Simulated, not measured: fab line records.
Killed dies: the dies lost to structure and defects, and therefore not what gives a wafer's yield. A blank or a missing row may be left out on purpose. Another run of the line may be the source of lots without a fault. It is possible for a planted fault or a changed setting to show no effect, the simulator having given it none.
A lot that was struck, set against a sound lot :: flow berkeley_cmos170 :: 15 steps out of a route of 331
Sound: wafers L113.3, L113.5, L113.6. Wafers struck: L128.2, L128.3, L128.5. The cause is named last.
Each step with rows lists, per side, the tool, then ch with its chambers, then its first start. Under that, the readings that differ: sound wafers :: struck wafers :: difference of the means :: sigmas: that difference in standard deviations of wafers without a fault.
alike: words and numbers the same on both sides, and readings whose means are apart by under 2 such deviations; not compared: readings that were withheld, readings missing a value for some wafer, numbers with overlapping values and no deviation given by the record, and bounds like >300 which may hide the same value.
Wherever a step has rows on one side only, a row that says differs or no value, or a row with sigmas, the two part there. Non-overlapping numbers with no deviation appear without sigmas and do not part them. A reading missing from all wafers of one side parts the sides only when that side holds two or more wafers.

first, 3 steps without rows for these wafers: UCB170_V2_EXPOSE_09 (exposes mask VIA2, target cd 700 nm); UCB170_V2_PEB_10; UCB170_V2_DEVELOP_11 (develop time 45 s).
UCB170_V2_CD_MEAS_12: the cd target is 700 nm.
  sound on cd_sem-02, day 9 12:44; struck on cd_sem-01, day 11 19:14
  alike: cd_nm
UCB170_V2_OVL_MEAS_13:
  sound on overlay-02, day 9 12:49; struck on overlay-01, day 11 19:20
  alike: V2_OVL
UCB170_V2_ETCH_14: etches SiO2 in CHF3/CF4/Ar, stops on Al, target depth 1250 nm, time 291 s.
  sound on rie_diel-04 ch 0,1, day 9 12:51; struck on rie_diel-02 ch 0,1,2, day 11 19:22
  alike: CHF3_flow_sccm, drypump_motor_current_A, oes_product_au, throttle_valve_pct
  not compared: rf_hours_counter_h
UCB170_V2_STRIP_15: strips in O2.
  sound on plasma_asher-02 ch 0,1, day 9 13:04; struck on plasma_asher-03 ch 0,1, day 11 19:33
  alike: drypump_motor_current_A, oes_product_au, strip_time_to_endpoint_s
  not compared: rf_hours_counter_h
UCB170_V2_CD_MEAS_90: the cd target is 700 nm.
  sound on cd_sem-02, day 9 13:10; struck on cd_sem-02, day 11 19:40
  alike: cd_nm
then, 1 step without rows for these wafers: UCB170_M3_PRE_CLEAN_00 (preclean etch time 60 s).
UCB170_M3_SPUTTER_01: material Al, target thk 900 nm, time 120 s.
  sound on pvd_sputter-02, day 9 13:19; struck on pvd_sputter-02, day 11 19:50
  alike: throttle_valve_pct
UCB170_M3_RS_MEAS_02: measures by four-point-probe.
  sound on film_metro-01, day 9 13:26; struck on film_metro-03, day 11 19:56
  alike: M3_AL_RS
UCB170_M3_THK_MEAS_03: measures by xrf.
  sound on film_metro-01, day 9 13:32; struck on film_metro-03, day 11 20:03
  alike: M3_AL_THK
UCB170_M3_HMDS_04: prime time 60 s.
  sound on litho_track-02 ch 0, day 9 13:38; struck on litho_track-02 ch 0, day 11 20:08
reading: prime_temp_c (C)
sound: 99.98 99.59 99.82
struck: 101.05 100.91 101.07
difference: +1.21
sigmas: +9
then, 1 step without rows for these wafers: UCB170_M3_COAT_05 (resist thk 900 nm).
UCB170_M3_PROBE_99:
  only the struck wafers here have rows in the record (prober-01, day 11 22:34); the sound ones have none

WHERE THEY PART
Last at UCB170_M3_PROBE_99 as far as this record goes, first at UCB170_M3_HMDS_04.

WHY: what the simulator had put in
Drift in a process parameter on litho_track-02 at UCB170_M3_HMDS_04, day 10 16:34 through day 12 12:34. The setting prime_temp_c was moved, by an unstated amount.
